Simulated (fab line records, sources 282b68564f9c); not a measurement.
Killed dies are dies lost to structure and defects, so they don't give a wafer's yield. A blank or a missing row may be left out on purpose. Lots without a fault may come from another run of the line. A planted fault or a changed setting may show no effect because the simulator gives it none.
A struck lot beside a sound one | flow rit_cmos | 15 steps out of a route of 202
Sound: wafers L544.1, L544.2, L544.4. Struck: wafers L551.1, L551.4, L551.5. The cause comes at the end.
At each step with rows: each side's tool, then ch and its chambers, then its first start. Under that, the readings that differ: sound wafers | struck wafers | difference of the means | sigmas: that difference in standard deviations of wafers without a fault.
alike: readings whose means differ by less than 2 such deviations, and words and numbers that are the same on both sides. not compared: withheld readings, readings that some wafer has no value for, bounds like >300 that may hide the same value, and numbers for which the record gives no deviation and whose values overlap.
The two part at a step that has a row with sigmas, a row that says differs or no value, or rows on one side only. Numbers that don't overlap but have no deviation are shown without sigmas and don't part them. A reading that every wafer of one side lacks parts them only if that side has two wafers or more.

first, 2 steps without rows for these wafers: RIT_PSD_HARDBAKE_07 (time 60 s); RIT_PSD_IMPLANT_08.
RIT_PSD_STRIP_09: strips in O2, time 180 s.
  sound on plasma_asher-03 ch 0,1, day 4 16:14; struck on plasma_asher-04 ch 1, day 6 04:32
  alike: drypump_motor_current_A, o2_flow_sccm
  not compared: rf_hours_counter_h
RIT_PSD_TW_MEAS_10:
  sound on film_metro-03, day 4 16:25; struck on film_metro-03, day 6 04:43
  alike: PSD_TW
then, 3 steps without rows for these wafers: RIT_SDANNEAL_CLEAN_00 (cleans in SC1, time 600 s); RIT_SDANNEAL_CLEAN_01 (cleans in dHF, time 30 s); RIT_SDANNEAL_CLEAN_02 (cleans in SC2, time 590 s).
RIT_SDANNEAL_RTA_03: time 5 s.
  sound on rtp_anneal-02 ch 0, day 4 16:52; struck on rtp_anneal-01 ch 0, day 6 05:19
  alike: wafer_temp_C_max
RIT_SDANNEAL_RS_MEAS_04: measures by four-point-probe.
  sound on film_metro-03, day 4 16:56; struck on film_metro-01, day 6 05:22
  alike: PSD_RS
RIT_SDANNEAL_RS_MEAS_05: measures by four-point-probe.
  sound on film_metro-03, day 4 17:03; struck on film_metro-01, day 6 05:29
  alike: NSD_RS
RIT_SDANNEAL_RS_MEAS_06: measures by four-point-probe.
  sound on film_metro-03, day 4 17:10; struck on film_metro-01, day 6 05:37
  reading          | sound             | struck            | difference | sigmas
  PLDD_RS (ohm/sq) | 176.7 177.8 177.3 | 178.5 178.7 178.3 | +1.2       | +2
RIT_SDANNEAL_RS_MEAS_07: measures by four-point-probe.
  sound on film_metro-03, day 4 17:17; struck on film_metro-01, day 6 05:44
  alike: NLDD_RS
RIT_SILICIDE_WET_ETCH_00: etches SiO2 in BOE, target depth 14 nm, time 15 s.
  sound on wet_bench-03 ch 3, day 4 17:25; struck on wet_bench-01 ch 0, day 6 05:51
  no value came back on the struck wafers for bath_heat_duty_pct (%), temp_c (C); on the sound wafers bath_heat_duty_pct (%) reads 1.5 1.5 2.0
  reading                                     | sound         | struck          | difference | sigmas
  model.SiO2_of_FOX2_OXIDATION_00.thk_nm (nm) | 144.6 143 152 | 165.1 169 172.3 | +22.3      |
RIT_SILICIDE_SPUTTER_01: material Ti, target thk 30 nm, time 240 s.
  sound on pvd_sputter-04, day 4 17:25; struck on pvd_sputter-01, day 6 05:52
  alike: throttle_valve_pct
RIT_M1_PROBE_99:
  sound on prober-02, day 5 00:11; struck on prober-02, day 6 12:58
  reading             | sound | struck      | difference | sigmas
  killed_at_front_end | 8 6 3 | 264 264 264 | +258       | +99 or more
  killed_dies         | 8 6 3 | 264 264 264 | +258       | +99 or more
  killed_on_rim       | 2 1 0 | 70 70 70    | +69        | +49
  alike: killed_at_M0_to_M3, killed_at_contacts, killed_open, killed_short

WHERE THEY PART
First at RIT_SDANNEAL_RS_MEAS_06; last, within this record, at RIT_M1_PROBE_99.

WHY: what the simulator had put in
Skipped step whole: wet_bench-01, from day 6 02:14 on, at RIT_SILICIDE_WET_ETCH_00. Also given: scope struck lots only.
